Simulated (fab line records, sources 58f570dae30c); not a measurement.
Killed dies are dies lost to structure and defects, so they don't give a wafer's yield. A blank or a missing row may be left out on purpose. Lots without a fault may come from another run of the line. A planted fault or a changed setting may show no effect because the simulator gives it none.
Which tool did it? | flow berkeley_cmos170 | 7 lots, 21 wafers sampled, at 2 steps of a route of 331

WHAT THE GAUGES READ, wafer by wafer
UCB170_NVT_TW_MEAS_09.
lot  | measured    | on            | NVT_TW
L500 | day 5 01:50 | film_metro-02 | 528.2 527.7 527.8
L502 | day 5 13:12 | film_metro-03 | 522.8 523.9 525.1
L503 | day 6 06:33 | film_metro-02 | 531.0 532.4 528.4
L505 | day 6 18:48 | film_metro-03 | 526.6 527.9 529.4
L513 | day 7 22:05 | film_metro-01 | 538.0 538.5 536.1
L516 | day 8 18:26 | film_metro-03 | 525.9 524.6 526.6
L520 | day 9 14:40 | film_metro-01 | 529.3 524.4 526.8

WHICH TOOL RAN EACH LOT (tool, then ch and the chambers of the sampled wafers, then the start)
lot  | UCB170_NVT_IMPLANT_07
L500 | implanter-04 ch 0, day 5 01:36
L502 | implanter-04 ch 0, day 5 12:59
L503 | implanter-02 ch 0, day 6 06:20
L505 | implanter-04 ch 0, day 6 18:33
L513 | implanter-02 ch 0, day 7 21:52
L516 | implanter-04 ch 0, day 8 18:13
L520 | implanter-04 ch 0, day 9 14:26
- UCB170_NVT_IMPLANT_07

THE ANSWER, worked out from the rows above alone
Rule: what is usual is taken from the lots themselves. Put in order of their means at a reading, lots are off if they are a third of the lots or fewer, leave a main group of 4 or more, and stand apart from it by a gap of 3 or more times the standard deviation of the main group's means; of several such gaps the widest counts. A main group whose means are all the same, to the digits that the tables above print for the reading, isn't used. A lot without any number at a reading at which 4 lots or more have one is off too. The other lots that the step has rows for count as sound.
Off: L513, at UCB170_NVT_TW_MEAS_09 (NVT_TW). The main group: mean 527.2, standard deviation 2.1.
A tool fits if, at a process step before that reading, it ran every lot that is off, and no sound lot after the first of them. The gauges at UCB170_NVT_TW_MEAS_09 are tried like those tools. One fits: implanter-02 at UCB170_NVT_IMPLANT_07. Its last sound lot is L503 (day 6 06:20), its first lot that is off L513 (day 7 21:52): a fault that began between those two fits.

WHAT THE SIMULATOR HAD PUT IN
Process parameter drift: implanter-02, from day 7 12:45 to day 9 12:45, at UCB170_NVT_IMPLANT_07. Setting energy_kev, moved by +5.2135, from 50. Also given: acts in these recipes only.
Lots struck among those shown: L513. The rule above found the same.
